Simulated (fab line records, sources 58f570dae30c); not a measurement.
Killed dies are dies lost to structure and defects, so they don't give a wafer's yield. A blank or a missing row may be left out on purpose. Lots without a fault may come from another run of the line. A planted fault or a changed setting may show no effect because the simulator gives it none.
Which tool did it? | flow berkeley_cmos170 | 14 lots, 42 wafers sampled, at 5 steps of a route of 331

WHAT THE GAUGES READ, wafer by wafer
UCB170_START_BOW_MEAS_00. Usual: INCOMING_BOW 0 um, standard deviation 6.4.
lot  | measured    | on            | INCOMING_BOW (um) | flag
L176 | day 1 10:00 | film_metro-02 | 0 1 3             |
L177 | day 1 15:01 | film_metro-03 | 2 -6 0            |
L178 | day 1 20:02 | film_metro-03 | 5 0 -2            |
L180 | day 2 06:01 | film_metro-02 | -2 3 7            |
L182 | day 2 16:00 | film_metro-03 | -7 -5 -12         |
L184 | day 3 02:00 | film_metro-03 | 10 5 -3           |
L187 | day 3 17:01 | film_metro-03 | 6 -10 -4          |
L188 | day 3 22:00 | film_metro-02 | -2 0 3            |
L193 | day 4 23:04 | film_metro-02 | 10 -2 2           |
L194 | day 5 04:00 | film_metro-01 | 13 -6 -8          |
L195 | day 5 09:00 | film_metro-03 | 6 -4 -10          |
L197 | day 5 19:00 | film_metro-01 | -6 -8 4           |
L198 | day 6 00:01 | film_metro-01 | 1 4 8             |
L199 | day 6 05:00 | film_metro-02 | 0 5 11            |

UCB170_ACTIVE_CD_MEAS_13: target cd 1200 nm. Usual: cd_nm 1199.7 nm, standard deviation 1.3.
lot  | measured    | on        | cd_nm (nm)                                | flag
L176 | day 4 12:38 | cd_sem-01 | 1199.8 1201.5 1200.4                      |
L177 | day 5 04:53 | cd_sem-02 | 1196.0 1195.8 1196.5                      |
L178 | day 5 05:07 | cd_sem-01 | 1194.6 1193.4 1193.0 1194.2 1193.2 1193.0 | OFF
L180 | day 5 04:44 | cd_sem-01 | 1198.6 1197.7 1197.6                      |
L182 | day 5 21:29 | cd_sem-02 | 1200.3 1201.2 1199.9                      |
L184 | day 6 14:19 | cd_sem-01 | 1193.4 1194.3 1193.7 1193.7 1194.2 1193.8 | OFF
L187 | day 7 04:38 | cd_sem-01 | 1200.0 1199.2 1200.4                      |
L188 | day 7 07:47 | cd_sem-01 | 1201.4 1201.2 1199.7                      |
L193 | day 8 07:46 | cd_sem-01 | 1199.7 1201.4 1200.2                      |
L194 | day 8 07:38 | cd_sem-02 | 1199.0 1200.9 1199.8                      |
L195 | day 8 23:02 | cd_sem-01 | 1200.4 1199.8 1200.0                      |
L197 | day 9 15:59 | cd_sem-02 | 1198.0 1200.2 1199.1                      |
L198 | day 9 15:49 | cd_sem-01 | 1199.2 1199.3 1200.8                      |
L199 | day 9 16:47 | cd_sem-01 | 1199.2 1199.7 1200.2                      |

UCB170_PFIELD_TW_MEAS_09. Usual: PFIELD_TW 602.0, standard deviation 2.6.
lot  | measured    | on            | PFIELD_TW         | flag
L176 | day 4 15:02 | film_metro-03 | 605.9 603.1 601.7 |
L177 | day 5 09:11 | film_metro-01 | 608.0 603.6 602.6 |
L178 | day 5 15:26 | film_metro-01 | 603.4 603.7 604.4 |
L180 | day 5 09:22 | film_metro-03 | 601.4 604.7 603.0 |
L182 | day 6 01:12 | film_metro-01 | 599.0 605.1 601.8 |
L184 | day 6 20:45 | film_metro-01 | 601.4 600.6 599.0 |
L187 | day 7 08:39 | film_metro-01 | 600.5 596.9 597.5 |
L188 | day 7 10:09 | film_metro-01 | 599.4 603.2 601.3 |
L193 | day 8 12:50 | film_metro-03 | 607.4 601.5 607.9 |
L194 | day 8 12:16 | film_metro-01 | 600.7 599.8 599.1 |
L195 | day 9 00:58 | film_metro-01 | 602.9 601.9 603.9 |
L197 | day 9 19:42 | film_metro-03 | 607.5 605.2 603.0 |
L198 | day 9 19:27 | film_metro-04 | 598.9 598.1 601.0 |
L199 | day 9 19:44 | film_metro-01 | 601.4 601.9 602.6 |

UCB170_GATE_THK_MEAS_05. Usual: GATE_POLY_THK 213.2 nm, standard deviation 1.8.
lot  | measured     | on            | GATE_POLY_THK (nm) | flag
L176 | day 6 21:23  | film_metro-01 | 211.6 210.6 211.9  |
L177 | day 7 10:38  | film_metro-02 | 213.8 213.8 214.2  |
L178 | day 7 10:43  | film_metro-04 | 213.6 211.6 214.2  |
L180 | day 7 10:38  | film_metro-01 | 214.7 214.2 215.3  |
L182 | day 8 01:52  | film_metro-01 | 210.8 211.9 211.2  |
L184 | day 8 14:12  | film_metro-02 | 213.6 214.1 215.4  |
L187 | day 9 15:26  | film_metro-02 | 214.9 213.3 213.6  |
L188 | day 9 15:25  | film_metro-04 | 212.2 208.5 211.1  |
L193 | day 10 11:39 | film_metro-01 | 210.9 209.8 210.7  |
L194 | day 10 11:37 | film_metro-02 | 215.9 215.5 216.3  |
L195 | day 10 23:59 | film_metro-01 | 212.8 215.8 212.2  |
L197 | day 11 15:29 | film_metro-01 | 214.1 212.3 213.1  |
L198 | day 11 15:27 | film_metro-04 | 212.7 211.0 213.2  |
L199 | day 11 15:25 | film_metro-01 | 214.5 215.1 213.5  |

WHICH TOOL RAN EACH LOT (tool, then ch and the chambers of the sampled wafers, then the start)
lot  | UCB170_ACTIVE_PEB_11
L176 | litho_track-02 ch 0, day 4 12:22
L177 | litho_track-04 ch 0, day 5 04:37
L178 | litho_track-02 ch 0, day 5 04:51
L180 | litho_track-02 ch 0, day 5 04:28
L182 | litho_track-04 ch 0, day 5 21:13
L184 | litho_track-02 ch 0, day 6 14:02
L187 | litho_track-04 ch 0, day 7 04:20
L188 | litho_track-03 ch 0, day 7 07:31
L193 | litho_track-03 ch 0, day 8 07:30
L194 | litho_track-04 ch 0, day 8 07:22
L195 | litho_track-04 ch 0, day 8 22:46
L197 | litho_track-03 ch 0, day 9 15:43
L198 | litho_track-02 ch 0, day 9 15:33
L199 | litho_track-04 ch 0, day 9 16:31
- UCB170_ACTIVE_PEB_11

WHAT THE TOOLS THEMSELVES READ (means of the sampled wafers that have a number; where no wafer has one, the mark that the record gives instead)
The record holds no such reading with a usual standard deviation.

THE ANSWER, worked out from the rows above alone
Rule: a lot is off if the mean of its wafers that have a number lies more than 3 standard deviations from the usual mean. A lot without any number at a reading at which 4 lots or more have one is off too. The other lots that the step has rows for count as sound. The gauges are gone through in route order, then the tools' own readings, and for those a lot's mean is taken as printed above. The first step at which some lot is off is used, and at that step the reading that is off furthest; a lot without a number counts as furthest.
Off: L178, L184, at UCB170_ACTIVE_CD_MEAS_13 (cd_nm).
A tool fits if, at a process step before that reading, it ran every lot that is off, and no sound lot after the first of them. The gauges at UCB170_ACTIVE_CD_MEAS_13 are tried like those tools. None of those tried fits.

WHAT THE SIMULATOR HAD PUT IN
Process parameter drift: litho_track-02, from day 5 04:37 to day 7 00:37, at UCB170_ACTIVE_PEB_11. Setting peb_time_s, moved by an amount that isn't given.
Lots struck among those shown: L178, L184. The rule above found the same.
